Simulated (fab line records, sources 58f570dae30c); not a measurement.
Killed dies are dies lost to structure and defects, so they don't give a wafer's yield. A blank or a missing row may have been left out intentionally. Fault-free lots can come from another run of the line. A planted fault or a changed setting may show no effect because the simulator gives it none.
fab line records | flow berkeley_cmos170 | part 2 of 2: steps 30 to 42 of 42
record: lots: 5 wafers: 15 last_day: 12
route steps=331 shown SDANNEAL@205 PSD@206 NSD@207 PLDD@208 NLDD@209 SILICIDE@210 CONTACT@216 M1@238
lots untouched by any fault: they come from a run of this same line in which no faults occurred
start_h: hours from the record's first day to the start of the lot's first wafer shown | wait_h: hours from the lot's prior step to this one | " repeats the value in the row above | L1.1+2: a row that stands for several wafers | - no value present, or no start provided | * or withheld: withheld | < > ~ a bound
route shown NAME@n: a module of which the file shows steps, and the number in the route of the first | usual: average and standard deviation across the fault-free wafers | same: alike in all rows | chamber/n: place in a boat | sites: readings site by site | _std_site: the values' standard deviation | _edge_site: outer sites' mean less inner sites' | radius_mm: for every site, how far away it sits from the centre of the wafer | mask NAME#n: copy n | behind: the tool/chamber that last shaped the wafer | hold: why the lot went on hold/how many hours it stayed there/how the hold came to an end | device: transistor that didn't switch, given as n, p or np | end of line: the tests these same wafers got at the end of their route | a step without rows: its recipe alone | killed: dies lost to structure and defects at the first sort, not the wafer's yield | map: the dies of a wafer, with x for killed, . for not killed, _ for no die there
set.NAME: the setting the step ran with; set.NAME@STEP: the setting that earlier step ran with | model.NAME: the simulator's own value behind a step, which no gauge read
lots at some steps of the route; a table a step, a row a wafer
services: from which hour (start_h, from the record's first day; less than 0 if before it) a tool's chamber was out of use, for how many hours, and why
== steps ==
step: UCB170_CONTACT_ETCH_18
recipe: chemistry: CHF3/CF4/Ar target: PSG stop_on: TiSi2 CHF3_flow_sccm: 45 cf4_flow_sccm: 15 Ar_flow_sccm: 150 pressure_mtorr: 200 rf_w: 700 target_depth_a: 8400 over_etch_frac: 0.2 time_s: 195
usual: drypump_motor_current_A: 5.8/0.37 oes_product_au: 0.892/0.014 rf_fwd_power_W: 698.2/2.3 throttle_valve_pct: 6.88/0.11
columns lot.wafer tool chamber start_h wait_h drypump_motor_current_A oes_product_au rf_fwd_power_W rf_hours_counter_h throttle_valve_pct
L079.2 rie_diel-03 2 - - 5.5 0.915 698.1 149 6.84
L079.5 " 2 " " 5.5 0.910 696.1 - 6.82
L079.6 " 1 " " 5.3 0.908 699.3 - 6.88
L082.2 rie_diel-01 0 - - 6.2 0.897 696.3 139 6.84
L082.4 " 1 " " 6.1 0.878 696.1 2 6.75
L082.5 " 2 " " 5.4 0.901 697.1 - 6.90
L085.1 rie_diel-04 0 - - 5.4 0.858 697.7 32 7.01
L085.3 " 2 " " 5.8 0.889 697.1 20 7.12
L085.6 " 3 " " 5.5 0.872 700.3 - 6.85
L092.4 rie_diel-03 3 - - 6.2 0.887 698.0 139 6.71
L092.5 " 3 " " 6.2 0.891 697.2 - 6.69
L092.6 " 2 " " 5.5 0.903 695.5 - 6.84
L097.2 rie_diel-04 1 - - 6.3 0.876 697.1 7 6.90
L097.4 " 0 " " 5.4 0.860 700.3 - 7.01
L097.5 " 2 " " 5.8 0.886 696.7 - 7.11
step: UCB170_CONTACT_STRIP_19
recipe: chemistry: O2 power_w: 400 pressure_mtorr: 3500 platen_temp_c: withheld o2_flow_sccm: 400 overash_fraction: 0.5
usual: drypump_motor_current_A: 5.8/0.4 o2_flow_sccm: 400.1/1.1 oes_product_au: 0.725/0.0044
columns lot.wafer tool chamber start_h wait_h drypump_motor_current_A o2_flow_sccm oes_product_au rf_hours_counter_h
L079.2 plasma_asher-02 0 176.43 - 5.8 399.9 0.719 37
L079.5 " 1 " " 5.5 398.9 0.727 -
L079.6 " 0 " " 5.8 398.8 0.727 -
L082.2 plasma_asher-02 1 196.48 - 5.4 400.1 0.718 38
L082.4 " 0 " " 5.8 399.7 0.722 -
L082.5 " 0 " " 5.8 400.2 0.722 -
L085.1 plasma_asher-02 1 211.45 - 5.5 402.6 0.733 40
L085.3 " 1 " " 5.5 401.0 0.713 -
L085.6 " 1 " " 5.5 400.0 0.724 -
L092.4 plasma_asher-02 1 244.62 - 5.4 400.0 0.725 -
L092.5 " 1 " " 5.4 400.6 0.716 -
L092.6 " 0 " " 5.8 400.0 0.731 -
L097.2 plasma_asher-03 1 273.16 - 5.5 398.0 0.726 16
L097.4 " 0 " " 6.3 399.8 0.720 -
L097.5 " 1 " " 5.5 399.0 0.724 -
step: UCB170_CONTACT_CD_MEAS_90
recipe: target_cd_nm: 700
usual: cd_nm: 699.3/1.4
columns lot.wafer tool chamber start_h wait_h cd_nm
L079.2 cd_sem-02 - 176.72 0.3 699.8
L079.5 " - " " 699.9
L079.6 " - " " 700.2
L082.2 cd_sem-02 - 196.60 0.1 699.2
L082.4 " - " " 697.5
L082.5 " - " " 695.8
L085.1 cd_sem-01 - 211.64 0.2 699.0
L085.3 " - " " 697.2
L085.6 " - " " 698.1
L092.4 cd_sem-01 - 244.75 0.1 699.4
L092.5 " - " " 701.0
L092.6 " - " " 699.8
L097.2 cd_sem-01 - 273.28 0.1 700.1
L097.4 " - " " 700.8
L097.5 " - " " 699.7
step: UCB170_CONTACT_CLEAN_20
recipe: chemistry: SPM temp_c: 120 time_s: 600
columns lot.wafer tool chamber start_h wait_h
L079.2+5+6 wet_bench-03 1 176.82 0.1
L082.2+4+5 wet_bench-01 0 196.70 0.1
L085.1+3+6 wet_bench-04 3 211.76 0.1
L092.4+5+6 wet_bench-01 2 244.81 0.0
L097.2+4+5 wet_bench-01 1 273.38 0.1
step: UCB170_M1_SPUTTER_00
recipe: material: Al target_thk_nm: 600 time_s: 80 power_w: 6000 chamber_pressure_pa: 0.5
usual: throttle_valve_pct: 30.1/1.1
columns lot.wafer tool chamber start_h wait_h throttle_valve_pct
L079.2 pvd_sputter-02 - 177.00 0.0 31.0
L079.5 " - " " 29.9
L079.6 " - " " 27.2
L082.2 pvd_sputter-02 - 196.89 0.0 31.0
L082.4 " - " " 27.4
L082.5 " - " " 30.0
L085.1 pvd_sputter-02 - 211.94 0.0 30.3
L085.3 " - " " 27.6
L085.6 " - " " 30.4
L092.4 pvd_sputter-03 - 244.98 0.0 30.8
L092.5 " - " " 30.4
L092.6 " - " " 29.2
L097.2 pvd_sputter-02 - 273.57 0.0 30.5
L097.4 " - " " 27.7
L097.5 " - " " 30.5
step: UCB170_M1_RS_MEAS_01
recipe: thk_meas_gauge: four-point-probe reads: Al_of_M1_SPUTTER_00
usual: M1_AL_RS: 0.0486/0.00048
columns lot.wafer tool chamber start_h wait_h M1_AL_RS[ohm/sq]
L079.2 film_metro-01 - 177.08 0.1 0.0484
L079.5 " - " " 0.0486
L079.6 " - " " 0.0487
L082.2 film_metro-01 - 196.97 0.1 0.0486
L082.4 " - " " 0.0490
L082.5 " - " " 0.0484
L085.1 film_metro-03 - 212.00 0.0 0.0495
L085.3 " - " " 0.0491
L085.6 " - " " 0.0496
L092.4 film_metro-01 - 245.10 0.1 0.0491
L092.5 " - " " 0.0488
L092.6 " - " " 0.0488
L097.2 film_metro-01 - 273.66 0.1 0.0485
L097.4 " - " " 0.0480
L097.5 " - " " 0.0483
step: UCB170_M1_THK_MEAS_02
recipe: thk_meas_gauge: xrf reads: Al_of_M1_SPUTTER_00
usual: M1_AL_THK: 607/6.4
columns lot.wafer tool chamber start_h wait_h M1_AL_THK[nm]
L079.2 film_metro-01 - 177.19 0.1 605
L079.5 " - " " 607
L079.6 " - " " 601
L082.2 film_metro-01 - 197.08 0.1 600
L082.4 " - " " 598
L082.5 " - " " 604
L085.1 film_metro-03 - 212.12 0.1 600
L085.3 " - " " 603
L085.6 " - " " 601
L092.4 film_metro-01 - 245.19 0.1 595
L092.5 " - " " 599
L092.6 " - " " 603
L097.2 film_metro-01 - 273.77 0.1 608
L097.4 " - " " 608
L097.5 " - " " 608
step: UCB170_M1_COAT_03
recipe: resist: BARC temp_c: withheld time_s: withheld spin_rpm: 3000 resist_thk_nm: withheld
columns lot.wafer tool chamber start_h wait_h
L079.2+5+6 litho_track-02 0 177.27 0.1
L082.2+4+5 litho_track-03 0 197.15 0.1
L085.1+3+6 litho_track-01 0 212.18 0.1
L092.4+5+6 litho_track-01 0 246.12 0.9
L097.2+4+5 litho_track-01 0 274.59 0.8
step: UCB170_M1_COAT_04
recipe: resist: KrF spin_rpm: 1500 resist_thk_nm: 900
columns lot.wafer tool chamber start_h wait_h
L079.2+5+6 litho_track-02 0 - -
L082.2+4+5 litho_track-03 0 - -
L085.1+3+6 litho_track-01 0 - -
L092.4+5+6 litho_track-01 0 - -
L097.2+4+5 litho_track-01 0 - -
step: UCB170_M1_SOFTBAKE_05
recipe: resist: KrF temp_c: 130 time_s: 60
columns lot.wafer tool chamber start_h wait_h
L079.2+5+6 litho_track-02 0 - -
L082.2+4+5 litho_track-03 0 - -
L085.1+3+6 litho_track-01 0 - -
L092.4+5+6 litho_track-01 0 - -
L097.2+4+5 litho_track-01 0 - -
step: UCB170_M1_EXPOSE_06
recipe: mask_id: METAL1 target_cd_nm: 700 na: 0.5 sigma_outer: 0.6 source_shape: conventional dose_mj: 21
columns lot.wafer tool chamber start_h wait_h mask
L079.2+5+6 krf_scanner-02 0 177.83 - METAL1#0
L082.2+4+5 krf_scanner-02 0 197.60 - METAL1#0
L085.1+3+6 krf_scanner-02 0 212.75 - METAL1#0
L092.4+5+6 krf_scanner-01 0 246.55 - METAL1#0
L097.2+4+5 krf_scanner-01 0 275.04 - METAL1#0
step: UCB170_M1_PEB_07
recipe: peb_temp_c: 130 peb_time_s: withheld resist: KrF
columns lot.wafer tool chamber start_h wait_h
L079.2+5+6 litho_track-01 0 177.96 0.1
L082.2+4+5 litho_track-01 0 197.84 0.2
L085.1+3+6 litho_track-02 0 212.87 0.1
L092.4+5+6 litho_track-02 0 247.14 0.6
L097.2+4+5 litho_track-02 0 275.84 0.8
step: UCB170_M1_DEVELOP_08
recipe: developer: TMAH develop_time_s: 45 resist: KrF dev_temp_c: 21
columns lot.wafer tool chamber start_h wait_h
L079.2+5+6 litho_track-01 0 - -
L082.2+4+5 litho_track-01 0 - -
L085.1+3+6 litho_track-02 0 - -
L092.4+5+6 litho_track-02 0 - -
L097.2+4+5 litho_track-02 0 - -
== services ==
columns tool chamber start_h hours kind
pvd_sputter-02 - 143.26 4.6 repair
krf_scanner-01 - 150.77 0.8 pm
krf_scanner-01 0 154.28 - calibration
krf_scanner-02 - 169.68 0.8 pm
krf_scanner-01 - 171.29 1.3 pm
krf_scanner-02 - 172.59 1.3 pm
krf_scanner-01 - 180.08 0.2 repair
rie_diel-03 1 181.71 - clean
krf_scanner-01 - 186.65 0.7 repair
krf_scanner-02 - 187.32 1.0 pm
rie_diel-04 - 196.82 0.4 repair
krf_scanner-02 - 199.03 0.3 repair
krf_scanner-01 - 219.16 5.1 repair
krf_scanner-01 - 224.02 0.3 repair
plasma_asher-03 - 224.22 1.3 repair
krf_scanner-02 - 228.71 1.7 repair
wet_bench-04 - 233.88 2.7 repair
plasma_asher-02 - 234.05 2.1 repair
rie_diel-04 - 237.42 1.3 repair
plasma_asher-03 - 237.70 1.5 repair
pvd_sputter-03 - 256.49 1.1 repair
krf_scanner-02 0 260.28 - calibration
krf_scanner-01 - 270.43 1.0 pm
rie_diel-04 3 272.22 13.8 repair
